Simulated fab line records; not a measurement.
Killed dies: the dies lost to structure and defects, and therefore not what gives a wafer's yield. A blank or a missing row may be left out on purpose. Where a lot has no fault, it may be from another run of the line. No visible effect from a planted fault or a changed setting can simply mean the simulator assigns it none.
fab line records    flow rit-cmos
[record] lots = 14  wafers = 42  last-day = 7
route steps=202 shown PWELL@47 M1@202
lots that met no fault: from a run of the same line without faults
start-h: start of the lot's first displayed wafer, in hours after the record's first day    wait-h: hours since the lot's step before    " as in the row above    L1.1+2: a single row standing in for several wafers    - either no value or no given start    * or withheld: withheld    < > ~ a bound
route shown NAME@n: NAME is a module with steps in the file, n the number in the route of the first one    usual: mean and standard deviation over wafers with no fault    same: alike in all rows    chamber/n: place in a boat    sites: each site's reading    _std_site: their standard deviation    _edge_site: mean of outer sites minus mean of inner sites    radius-mm: for every site, how far away it sits from the centre of the wafer    mask NAME#n: copy n    behind: the most recent tool/chamber to have shaped the wafer    hold: what put the lot on hold/how long, in hours/how the hold closed    device: transistor that didn't switch, given as n, p or np    end of line: tests of these same wafers at the route's end    for a step that has no rows: nothing shown but its recipe    killed: the dies lost at the first sort to structure and to defects; this is not the yield of the wafer    map: dies across one wafer; x = killed, . = not, _ = none there
set.NAME: the setting that was run; set.NAME@STEP: the one run at that earlier step    model.NAME: the simulator's own value behind a step, which no gauge read
route steps across a sampled set of lots; one table per step, one row per wafer
services: a tool's chamber out of use, with start hour (start-h, from the record's first day; less than 0 if before it), hours out, and reason
[[steps]]
[step RIT_PWELL_IMPLANT_08]
[recipe] species = B  energy-kev = 170  dose-cm2 = 7e+13  tilt-deg = 7
[usual] dose-ions-cm2 = 7e+13/7.6e+10
lot.wafer  tool          chamber  start-h  wait-h  dose-ions-cm2
L856.1     implanter-03  0        22.72    0.2     7.01e+13
L856.3     "             0        "        "       7.008e+13
L856.5     "             0        "        "       7.005e+13
L857.1     implanter-03  0        29.27    0.2     7.004e+13
L857.2     "             0        "        "       6.995e+13
L857.4     "             0        "        "       7.003e+13
L858.2     implanter-03  0        33.13    0.2     7.005e+13
L858.3     "             0        "        "       7e+13
L858.4     "             0        "        "       7.006e+13
L862.2     implanter-04  0        53.43    0.2     6.984e+13
L862.3     "             0        "        "       7.001e+13
L862.4     "             0        "        "       7.001e+13
L864.1     implanter-01  0        62.37    0.2     6.989e+13
L864.4     "             0        "        "       6.99e+13
L864.6     "             0        "        "       7.004e+13
L865.1     implanter-01  0        67.96    0.2     7.011e+13
L865.2     "             0        "        "       7.026e+13
L865.4     "             0        "        "       7.013e+13
L870.1     implanter-04  0        92.50    0.2     7.006e+13
L870.4     "             0        "        "       7.009e+13
L870.5     "             0        "        "       6.995e+13
L872.1     implanter-04  0        102.30   0.2     7.005e+13
L872.3     "             0        "        "       7.007e+13
L872.5     "             0        "        "       6.991e+13
L873.1     implanter-04  0        107.02   0.2     6.987e+13
L873.3     "             0        "        "       6.986e+13
L873.5     "             0        "        "       6.974e+13
L874.1     implanter-04  0        112.42   0.2     6.997e+13
L874.4     "             0        "        "       6.99e+13
L874.5     "             0        "        "       7.002e+13
L875.1     implanter-03  0        118.19   0.2     6.99e+13
L875.5     "             0        "        "       6.997e+13
L875.6     "             0        "        "       7.002e+13
L876.2     implanter-04  0        123.30   0.2     7.004e+13
L876.3     "             0        "        "       6.999e+13
L876.6     "             0        "        "       6.985e+13
L878.1     implanter-03  0        132.37   0.2     6.995e+13
L878.2     "             0        "        "       6.997e+13
L878.6     "             0        "        "       7.004e+13
L879.2     implanter-03  0        138.69   0.2     7.01e+13
L879.4     "             0        "        "       7.008e+13
L879.5     "             0        "        "       7.006e+13
[step RIT_PWELL_TW_MEAS_10]
[usual] PWELL_TW = 960/4.1
lot.wafer  tool           chamber  start-h  wait-h  hold                      PWELL_TW
L856.1     film-metro-02  -        23.04    0.1     -                         960
L856.3     "              -        "        "       -                         956
L856.5     "              -        "        "       -                         957
L857.1     film-metro-04  -        29.59    0.1     -                         962
L857.2     "              -        "        "       -                         955
L857.4     "              -        "        "       -                         958
L858.2     film-metro-02  -        33.44    0.1     -                         958
L858.3     "              -        "        "       -                         960
L858.4     "              -        "        "       -                         962
L862.2     film-metro-04  -        53.74    0.1     -                         957
L862.3     "              -        "        "       -                         956
L862.4     "              -        "        "       -                         950
L864.1     film-metro-04  -        62.70    0.1     await-dispo/0.2h/release  945
L864.4     "              -        "        "       await-dispo/0.2h/release  946
L864.6     "              -        "        "       await-dispo/0.2h/release  944
L864.1     film-metro-04  -        62.92    0.2     -                         944
L864.4     "              -        "        "       -                         943
L864.6     "              -        "        "       -                         948
L865.1     film-metro-02  -        68.28    0.1     -                         943
L865.2     "              -        "        "       -                         950
L865.4     "              -        "        "       -                         946
L870.1     film-metro-02  -        92.82    0.1     -                         955
L870.4     "              -        "        "       -                         962
L870.5     "              -        "        "       -                         962
L872.1     film-metro-04  -        102.63   0.1     -                         962
L872.3     "              -        "        "       -                         959
L872.5     "              -        "        "       -                         959
L873.1     film-metro-04  -        107.35   0.1     -                         960
L873.3     "              -        "        "       -                         962
L873.5     "              -        "        "       -                         964
L874.1     film-metro-04  -        112.75   0.1     -                         964
L874.4     "              -        "        "       -                         960
L874.5     "              -        "        "       -                         964
L875.1     film-metro-02  -        118.51   0.1     -                         962
L875.5     "              -        "        "       -                         955
L875.6     "              -        "        "       -                         957
L876.2     film-metro-03  -        123.61   0.1     -                         962
L876.3     "              -        "        "       -                         961
L876.6     "              -        "        "       -                         961
L878.1     film-metro-02  -        132.70   0.1     -                         953
L878.2     "              -        "        "       -                         952
L878.6     "              -        "        "       -                         951
L879.2     film-metro-02  -        139.00   0.1     -                         959
L879.4     "              -        "        "       -                         959
L879.5     "              -        "        "       -                         957
[step RIT_WELLDRIVE_RS_MEAS_02]
[recipe] thk-meas-gauge = four-point-probe
[usual] PWELL_RS = 429.6/1.3
lot.wafer  tool           chamber  start-h  wait-h  hold                      PWELL_RS[ohm/sq]
L856.1     film-metro-02  -        28.93    0.1     -                         429.7
L856.3     "              -        "        "       -                         430.6
L856.5     "              -        "        "       -                         429.5
L857.1     film-metro-03  -        34.86    0.1     -                         427.6
L857.2     "              -        "        "       -                         429.4
L857.4     "              -        "        "       -                         426.6
L858.2     film-metro-02  -        38.98    0.1     -                         429.4
L858.3     "              -        "        "       -                         430.6
L858.4     "              -        "        "       -                         426.8
L862.2     film-metro-03  -        59.02    0.1     -                         428.3
L862.3     "              -        "        "       -                         430.1
L862.4     "              -        "        "       -                         428.9
L864.1     film-metro-03  -        70.07    0.1     await-dispo/0.2h/release  440.1
L864.4     "              -        "        "       await-dispo/0.2h/release  441.5
L864.6     "              -        "        "       await-dispo/0.2h/release  438.3
L864.1     film-metro-03  -        70.36    0.3     -                         440.1
L864.4     "              -        "        "       -                         440.2
L864.6     "              -        "        "       -                         438.7
L865.1     film-metro-02  -        73.54    0.1     await-dispo/0.2h/release  439.9
L865.2     "              -        "        "       await-dispo/0.2h/release  439.0
L865.4     "              -        "        "       await-dispo/0.2h/release  440.1
L865.1     film-metro-02  -        73.83    0.3     -                         440.7
L865.2     "              -        "        "       -                         439.0
L865.4     "              -        "        "       -                         439.6
L870.1     film-metro-04  -        98.09    0.1     -                         429.8
L870.4     "              -        "        "       -                         429.1
L870.5     "              -        "        "       -                         428.4
L872.1     film-metro-02  -        107.89   0.1     -                         429.9
L872.3     "              -        "        "       -                         430.4
L872.5     "              -        "        "       -                         430.1
L873.1     film-metro-02  -        112.61   0.1     -                         430.3
L873.3     "              -        "        "       -                         429.4
L873.5     "              -        "        "       -                         430.4
L874.1     film-metro-03  -        118.01   0.1     -                         429.8
L874.4     "              -        "        "       -                         432.2
L874.5     "              -        "        "       -                         430.8
L875.1     film-metro-04  -        123.77   0.1     -                         429.1
L875.5     "              -        "        "       -                         431.5
L875.6     "              -        "        "       -                         430.3
L876.2     film-metro-03  -        128.88   0.1     -                         428.7
L876.3     "              -        "        "       -                         428.7
L876.6     "              -        "        "       -                         429.5
L878.1     film-metro-03  -        137.96   0.1     -                         431.7
L878.2     "              -        "        "       -                         430.1
L878.6     "              -        "        "       -                         430.4
L879.2     film-metro-02  -        144.27   0.1     -                         432.3
L879.4     "              -        "        "       -                         431.4
L879.5     "              -        "        "       -                         431.5
[step RIT_M1_PROBE_99]
[usual] killed_at_M0_to_M3 = 0.0/0.083  killed-at-contacts = 0.1/0.32  killed-at-front-end = 7/3  killed-dies = 7/3  killed-on-rim = 1.8/1.4  killed-open = 3.4/2.2  killed-short = 3.3/1.8
[same] gross-dies = 264  killed_at_M4_up = 0  killed-at-back-side = 0  killed-at-other = 0
lot.wafer  tool       chamber  start-h  wait-h  killed_at_M0_to_M3  killed-at-contacts  killed-at-front-end  killed-dies  killed-on-rim  killed-open  killed-short
L857.1     prober-02  -        64.36    0.1     0                   0                   3                    3            0              2            1
L857.2     prober-02  -        64.41    0.1     0                   1                   5                    6            2              3            3
L857.4     prober-02  -        64.51    0.2     0                   0                   12                   12           3              7            5
L865.1     prober-02  -        110.90   0.1     0                   0                   6                    6            1              0            6
L865.2     prober-02  -        110.95   0.1     0                   0                   5                    5            0              2            3
L865.4     prober-02  -        111.05   0.2     0                   0                   10                   10           4              8            2
L873.1     prober-02  -        142.08   0.1     0                   1                   5                    6            1              4            2
L873.3     prober-02  -        142.18   0.2     0                   0                   11                   11           3              6            5
L873.5     prober-02  -        142.28   0.2     0                   0                   13                   13           5              10           3
L874.1     prober-01  -        149.39   0.1     0                   0                   4                    4            1              1            3
L874.4     prober-01  -        149.54   0.2     0                   0                   3                    3            2              1            2
L874.5     prober-01  -        149.59   0.2     0                   0                   2                    2            0              0            2
L876.2     prober-01  -        158.64   0.1     0                   0                   11                   11           4              6            5
L876.3     prober-01  -        158.69   0.2     0                   0                   8                    8            3              4            4
L876.6     prober-01  -        158.84   0.2     0                   0                   6                    6            0              3            3
L878.1     prober-01  -        165.76   0.1     0                   0                   6                    6            1              3            3
L878.2     prober-01  -        165.81   0.1     0                   0                   6                    6            3              1            5
L878.6     prober-01  -        166.01   0.2     0                   0                   9                    9            4              4            5
// killed by level:class
L857.1 GATE:geometric-particle:open=2 GATE:geometric-particle:short=1
L857.2 GATE:geometric-particle:open=2 FOX1:geometric-particle:short=1 GATE:geometric-particle:short=1 REOX:geometric-particle:short=1 CONTACT:geometric-particle:open=1
L857.4 GATE:geometric-particle:short=4 GATE:geometric-particle:open=3 SPACER:geometric-particle:open=2 SILICIDE:geometric-particle:open=2 SPACER:geometric-particle:short=1
L865.1 GATE:geometric-particle:short=6
L865.2 GATE:geometric-particle:open=2 SPACER:geometric-particle:short=2 GATE:geometric-particle:short=1
L865.4 GATE:geometric-particle:open=3 SPACER:geometric-particle:open=2 SILICIDE:geometric-particle:open=2 FOX1:geometric-particle:short=1 FOX1:geometric-particle:open=1 SPACER:geometric-particle:short=1
L873.1 GATE:geometric-particle:open=2 FOX1:geometric-particle:open=1 GATE:geometric-particle:short=1 REOX:geometric-particle:short=1 CONTACT:geometric-particle:open=1
L873.3 GATE:geometric-particle:open=2 GATE:geometric-particle:short=2 SILICIDE:geometric-particle:open=2 FOX1:geometric-particle:short=1 FOX2:geometric-particle:short=1 REOX:geometric-particle:short=1 REOX:geometric-particle:open=1 SPACER:geometric-particle:open=1
L873.5 GATE:geometric-particle:open=5 GATE:geometric-particle:short=2 SPACER:geometric-particle:open=2 SILICIDE:geometric-particle:open=2 FOX1:geometric-particle:open=1 SILICIDE:geometric-particle:short=1
L874.1 FOX1:geometric-particle:open=1 FOX2:geometric-particle:short=1 GATE:geometric-particle:short=1 SILICIDE:geometric-particle:short=1
L874.4 FOX2:geometric-particle:short=1 GATE:geometric-particle:short=1 SILICIDE:geometric-particle:open=1
L874.5 FOX2:geometric-particle:short=1 SPACER:geometric-particle:short=1
L876.2 FOX1:geometric-particle:short=2 GATE:geometric-particle:open=2 SILICIDE:geometric-particle:open=2 FOX1:geometric-particle:open=1 FOX2:geometric-particle:short=1 GATE:geometric-particle:short=1 REOX:geometric-particle:open=1 SILICIDE:geometric-particle:short=1
L876.3 GATE:geometric-particle:open=2 SPACER:geometric-particle:short=2 FOX2:geometric-particle:open=1 FOX2:geometric-particle:short=1 GATE:geometric-particle:short=1 SILICIDE:geometric-particle:open=1
L876.6 GATE:geometric-particle:short=1 REOX:geometric-particle:open=1 REOX:geometric-particle:short=1 SPACER:geometric-particle:open=1 SILICIDE:geometric-particle:short=1 SILICIDE:geometric-particle:open=1
L878.1 GATE:geometric-particle:open=2 GATE:geometric-particle:short=2 FOX1:geometric-particle:short=1 SILICIDE:geometric-particle:open=1
L878.2 SPACER:geometric-particle:short=2 SILICIDE:geometric-particle:short=2 GATE:geometric-particle:open=1 GATE:geometric-particle:short=1
L878.6 FOX1:geometric-particle:open=2 GATE:geometric-particle:short=2 REOX:geometric-particle:open=2 SILICIDE:geometric-particle:short=2 REOX:geometric-particle:short=1
[[services]]
tool          chamber  start-h  hours  kind
implanter-04  -        127.63   15.8   pm
[[key]]
[first-sign] step = RIT_PWELL_TW_MEAS_10  reading = visit  direction = added
[effect] step = RIT_PWELL_TW_MEAS_10  reading = PWELL_TW  direction = down  sigmas = 3.4  usual = 960  struck = 946
[effect] step = RIT_WELLDRIVE_RS_MEAS_02  reading = visit  direction = added
[effect] step = RIT_WELLDRIVE_RS_MEAS_02  reading = PWELL_RS  direction = up  sigmas = 7.7  usual = 429.6  struck = 439.8
met-at RIT_PWELL_IMPLANT_08
struck-lots L864,L865
rows-end L864.1,L864.4,L864.6
tester-left-out L865
[fault] kind = process-parameter-drift  tool = implanter-01  chamber = -  onset-h = 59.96  steps = RIT_PWELL_IMPLANT_08  channel = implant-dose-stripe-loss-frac  offset = 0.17  shape = step  end-h = 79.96
// tester-left-out: of these lots the tester's yield and bins aren't shown, on N5 and GAA mostly nor the transistor test; their killed dies are dies lost to structure and defects alone, not to doping, threshold or leakage, so they don't give the yield
// rows-end: these wafers met a further fault down the route, and their rows from its step on are left out
